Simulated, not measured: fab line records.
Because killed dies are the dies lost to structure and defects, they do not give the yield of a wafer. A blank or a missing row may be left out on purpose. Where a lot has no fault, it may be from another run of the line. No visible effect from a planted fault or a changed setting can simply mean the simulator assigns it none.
Which tool is to blame?	flow rit cmos	14 lots, 42 wafers sampled, at 2 steps of a route of 202

== WHAT EACH GAUGE READ, for each wafer ==
The record lacks any reading of a measuring or inspecting step that a usual standard deviation could be used to judge.

== WHAT TOOL EACH LOT RAN ON (gives the tool, then ch and the chambers of the sampled wafers, and finally the start) ==
lot	RIT_NLDD_IMPLANT_08	RIT_M1_PROBE_99
L890	implanter-03 ch 0, day 2 18:26	-
L892	implanter-03 ch 0, day 3 09:33	prober-02, day 4 01:16
L893	implanter-04 ch 0, day 3 15:54	-
L894	implanter-03 ch 0, day 3 19:39	prober-02, day 4 10:45
L895	implanter-02 ch 0, day 3 22:52	-
L896	implanter-04 ch 0, day 4 06:19	-
L897	implanter-04 ch 0, day 4 12:58	-
L898	implanter-03 ch 0, day 4 15:39	prober-02, day 5 07:58
L905	implanter-03 ch 0, day 6 02:47	prober-01, day 6 18:18
L907	implanter-03 ch 0, day 6 10:55	-
L908	implanter-02 ch 0, day 6 13:21	-
L909	implanter-02 ch 0, day 6 22:44	prober-01, day 7 14:21
L910	implanter-04 ch 0, day 7 01:59	prober-02, day 7 17:46
L911	implanter-04 ch 0, day 7 04:28	-
- RIT_NLDD_IMPLANT_08
- RIT_M1_PROBE_99

== WHAT THE TOOLS THEMSELVES READ (means of the sampled wafers that have a number; where no wafer has one, the mark that the record gives instead) ==
RIT_NLDD_IMPLANT_08.
lot	tool	beam energy keV
L890	implanter-03	20.006
L892	implanter-03	20.003
L893	implanter-04	20.004
L894	implanter-03	19.990
L895	implanter-02	20.002
L896	implanter-04	19.997
L897	implanter-04	20.005
L898	implanter-03	20.004
L905	implanter-03	21.574
L907	implanter-03	21.568
L908	implanter-02	19.995
L909	implanter-02	19.999
L910	implanter-04	19.997
L911	implanter-04	19.991

RIT_M1_PROBE_99.
lot	tool	killed_at_M0_to_M3	killed at contacts	killed at front end	killed dies	killed open	killed short
L892	prober-02	0.0	0.0	9	9	3.7	5.7
L894	prober-02	0.0	0.0	6	6	2.3	3.7
L898	prober-02	0.0	0.0	6	6	3.0	3.3
L905	prober-01	0.0	0.3	5	6	3.3	2.3
L909	prober-01	0.0	0.0	7	7	2.3	4.3
L910	prober-02	0.0	0.0	6	6	2.0	3.7

== THE ANSWER, worked out from the rows above alone ==
Rule: usual is defined by the lots themselves. The widest of any qualifying gaps counts: lots, ordered by their means at a reading, are off when they make up no more than a third of the lots, leave a main group of 4 or more, and stand apart from it by 3 or more times the standard deviation of that group's means. A main group whose means are all the same, to the digits that the tables above print for the reading, isn't used. A lot without any number at a reading at which 4 lots or more have one is off too. Where the step has rows for the other lots, those lots are counted as sound. Order of review: gauges by route order, followed by the tools' own readings, for which a lot's mean as printed above is used. At the first step where some lot is off, the reading lying furthest off is the one used; lots without a number count as furthest.
Off, at RIT_NLDD_IMPLANT_08 on beam energy keV: L905, L907. Mean 19.999 and standard deviation 0.0052 in the main group.
A tool fits if, at that step or a process step before it, it ran every lot that is off, and no sound lot after the first of them. One fits: RIT_NLDD_IMPLANT_08 on implanter-03. Its last sound lot is L898 (day 4 15:39), its first lot that is off L905 (day 6 02:47): a fault that began between those two fits.
On the lots that are off, the tool's own readings at RIT_NLDD_IMPLANT_08 differ by more than 5 times the standard deviation of the sound lots' means, which bears it out; beam energy keV reads 21.571 there versus 19.999 on the sound lots.

== WHAT THE SIMULATOR PUT IN ==
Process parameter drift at RIT_NLDD_IMPLANT_08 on implanter-03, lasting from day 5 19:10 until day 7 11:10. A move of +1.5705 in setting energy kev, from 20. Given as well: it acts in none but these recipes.
Lots struck among those shown: L905, L907. The same result came from the rule above.
